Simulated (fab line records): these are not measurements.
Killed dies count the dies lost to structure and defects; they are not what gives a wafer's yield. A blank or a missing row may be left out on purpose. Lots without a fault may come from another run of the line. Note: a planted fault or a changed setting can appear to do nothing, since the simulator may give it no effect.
fab line records    flow rit_cmos
record lots=14  wafers=42  last_day=7
route steps=202 shown SPACER@128
lots with no fault: from the same line, run without faults
start_h: hours from the record's opening day to when the first of the lot's shown wafers began    wait_h: hours since the lot's step before    " identical to the entry in the row above    L1.1+2: a row that stands for several wafers    - value missing, or start not given    * or withheld: withheld    < > ~ a bound
route shown NAME@n: a module of which the file shows steps, and the number in the route of the first    usual: the fault-free wafers' mean and standard deviation    same: alike in all rows    chamber/n: place in a boat    sites: readings site by site    _std_site: their standard deviation    _edge_site: inner sites' mean taken away from outer sites' mean    radius_mm: how far each site lies from the wafer's centre    mask NAME#n: copy n    behind: tool/chamber where the wafer was last shaped    hold: why the lot went on hold/how many hours it stayed there/how the hold came to an end    device: the transistor (n, p or np) that didn't switch    end of line: the same wafers' tests at the end of the route    a step with no rows: only its recipe    killed: not the wafer's yield, but the dies lost to structure and defects at the first sort    map: the dies of a wafer, with x for killed, . for not killed, _ for no die there
set.NAME: setting as actually run; set.NAME@STEP: the setting as run at that earlier step    model.NAME: the simulator's own value behind a step, which no gauge read
route steps across a sampled set of lots; one table per step, one row per wafer
services: from which hour (start_h, from the record's first day; less than 0 if before it) a tool's chamber was out of use, for how many hours, and why
## steps
# step RIT_SPACER_CVD_03
# recipe material=Si3N4  target_thk_nm=250  temp_c=810  precursor=SiH2Cl2/NH3  time_s=3300  pressure_mtorr=300  sih2cl2_flow_sccm=60  nh3_flow_sccm=150
# usual nh3_flow_sccm=150.0/0.46  pressure_mtorr=299.9/0.57  spike_tc_centre_C=813.0/1.4
lot.wafer  tool      chamber  start_h  wait_h  nh3_flow_sccm  pressure_mtorr  spike_tc_centre_C
L918.1     lpcvd-01  1        58.88    0.0     150.4          299.6           813.7
L918.5     "         1        "        "       149.9          298.2           811.5
L918.6     "         1        "        "       150.3          300.0           812.6
L919.4     lpcvd-01  0        63.11    0.0     149.1          299.9           813.3
L919.5     "         0        "        "       149.3          299.7           814.9
L919.6     "         0        "        "       149.9          299.9           815.3
L920.1     lpcvd-01  1        68.53    0.3     150.0          299.6           812.6
L920.2     "         1        "        "       150.3          300.0           809.7
L920.4     "         1        "        "       149.9          300.2           812.3
L921.1     lpcvd-01  1        75.17    0.5     150.3          300.6           812.1
L921.2     "         1        "        "       149.6          298.5           812.7
L921.3     "         1        "        "       150.0          299.8           813.4
L922.1     lpcvd-01  0        78.53    0.8     149.9          299.9           812.9
L922.2     "         0        "        "       150.6          299.3           813.8
L922.4     "         0        "        "       150.5          299.8           814.7
L924.1     lpcvd-02  1        89.70    0.0     150.5          301.3           810.2
L924.4     "         1        "        "       149.6          300.8           812.6
L924.6     "         1        "        "       149.5          300.6           813.2
L925.1     lpcvd-01  1        94.56    0.0     150.2          300.0           812.5
L925.3     "         1        "        "       150.0          301.2           812.5
L925.5     "         1        "        "       150.6          300.3           811.6
L926.1     lpcvd-01  1        98.54    0.0     149.9          300.4           811.7
L926.5     "         1        "        "       149.4          300.8           813.2
L926.6     "         1        "        "       150.3          300.3           813.0
L933.4     lpcvd-01  1        134.54   0.0     -              -               -
L933.5     "         1        "        "       -              -               -
L933.6     "         1        "        "       -              -               -
L934.3     lpcvd-01  1        138.34   0.0     -              -               -
L934.5     "         1        "        "       -              -               -
L934.6     "         1        "        "       -              -               -
L935.1     lpcvd-02  1        143.51   0.0     150.3          299.5           813.1
L935.2     "         1        "        "       149.9          300.6           810.9
L935.6     "         1        "        "       150.1          301.0           813.2
L936.1     lpcvd-01  0        149.50   0.0     150.8          299.3           815.3
L936.3     "         0        "        "       150.1          299.7           814.9
L936.6     "         0        "        "       150.9          299.1           815.2
L937.1     lpcvd-01  1        155.75   0.0     149.7          299.0           811.3
L937.4     "         1        "        "       149.8          299.1           812.6
L937.6     "         1        "        "       149.2          299.7           811.5
L938.3     lpcvd-01  0        163.56   0.0     149.7          300.3           813.5
L938.4     "         0        "        "       149.1          299.8           814.7
L938.6     "         0        "        "       149.4          299.9           815.0
## services
tool      chamber  start_h  hours  kind
lpcvd-02  -        73.56    6.0    pm
## key
first_sign step=RIT_SPACER_CVD_03  reading=tool_record  direction=missing
effect none on later readings
met_at RIT_SPACER_CVD_03
struck_lots L933,L934
later_rows_left_out L933.4,L933.5,L933.6,L934.3,L934.5,L934.6
sort_left_out L933.4,L933.5,L933.6,L934.3,L934.5,L934.6
tester_left_out L933,L934
onset_between 98.54 134.54
fault kind=skipped_step_whole  tool=lpcvd-01  chamber=-  onset_h=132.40  steps=RIT_SPACER_CVD_03  scope=struck_lots_only
# tester_left_out: of these lots the tester's yield and bins aren't shown, on N5 and GAA mostly nor the transistor test; their killed dies are dies lost to structure and defects alone, not to doping, threshold or leakage, so they don't give the yield
# sort_left_out: the simulated sort isn't trusted on such a fault, so these wafers' sort isn't shown, and their yield isn't known
# later_rows_left_out: the simulator's readings of these wafers behind a module that went badly wrong aren't trusted and aren't shown, but for the sort
